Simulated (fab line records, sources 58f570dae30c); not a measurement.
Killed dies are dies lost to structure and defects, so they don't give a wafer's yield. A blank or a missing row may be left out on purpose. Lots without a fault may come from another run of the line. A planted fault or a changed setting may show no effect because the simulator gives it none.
Problem report in the 8D (eight disciplines) form, filled by code | flow berkeley_cmos170 | the parts of the form that need people (team, actions taken, sign-off) are left out

1. THE PROBLEM
spin_speed_rpm at UCB170_M1_COAT_04 reads a mean of 1426.7 rpm on 6 wafers of 2 lots; wafers without a fault read 1500.0 rpm with a standard deviation of 0.9. That is -81 standard deviations from the usual mean.
The step: resist thk 900 nm.
First seen on wafer L744.1, day 10 14:00, on litho_track-02. The record holds 42 wafers of 14 lots with a number at this step. Rule for "out", or "out of limits": more than 4 standard deviations from the usual mean. The other wafers with a number count as sound.

2. WHAT IT IS AND WHAT IT IS NOT
question                    | is                     | is not
which readings at this step | spin_speed_rpm         | chill_plate_temp_C
which lots                  | L744, L746             | L733, L734, L735, L736, L737, L739, L740, L741, L743, L745, L749, L752
which wafers of those lots  | all that have a number | -
read on which tools         | litho_track-02         | litho_track-01, litho_track-03
when                        | from day 10 14:00      | up to then (27 sound wafers); but 9 sound wafers of L743, L749, L752 came after

3. SUSPECTS, AND WHAT RULES EACH OUT
Counting: a tool at a process step up to the reading stays a suspect if it ran every lot that is out and no sound lot after the first of them.
- rtp_anneal-02 at UCB170_SDANNEAL_RTA_01 (time 5 s): ruled out as a lasting fault. Sound lots L749, L752 ran on it after its first lot that is out, L744 (day 10 08:37).
- litho_track-02 at UCB170_M1_COAT_04 (resist thk 900 nm): kept. It ran every lot that is out, first L744 (day 10 14:00), and no sound lot after that; its last sound lot up to then is L745 (day 10 14:00). Its own readings are out on those wafers: spin_speed_rpm.
Left after counting: litho_track-02 at UCB170_M1_COAT_04.

4. THE CAUSE (what the simulator had put in)
Process parameter drift: litho_track-02, from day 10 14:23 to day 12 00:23, at UCB170_M1_COAT_04. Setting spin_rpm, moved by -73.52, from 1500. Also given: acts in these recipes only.
Counting left only this tool.

5. THE CHAIN OF EFFECTS, in route order
Each row: a reading whose mean over the struck wafers that have a number lies more than 3 standard deviations from the usual. Only readings for which the record gives a usual standard deviation are gone through. hours: the time from each lot's start at the first step in this table that gives one to its start at this step, as a median over the lots. sigmas: the change in usual standard deviations.
hours | step              | reading        | usual      | on struck wafers | change | sigmas
0     | UCB170_M1_COAT_04 | spin_speed_rpm | 1500.0 rpm | 1426.7           | -73.3  | -81
The process steps in it:
- UCB170_M1_COAT_04: resist thk 900 nm.

6. WHAT WOULD HAVE CAUGHT IT SOONER
In this record the first reading out of limits was taken at day 10 14:00.
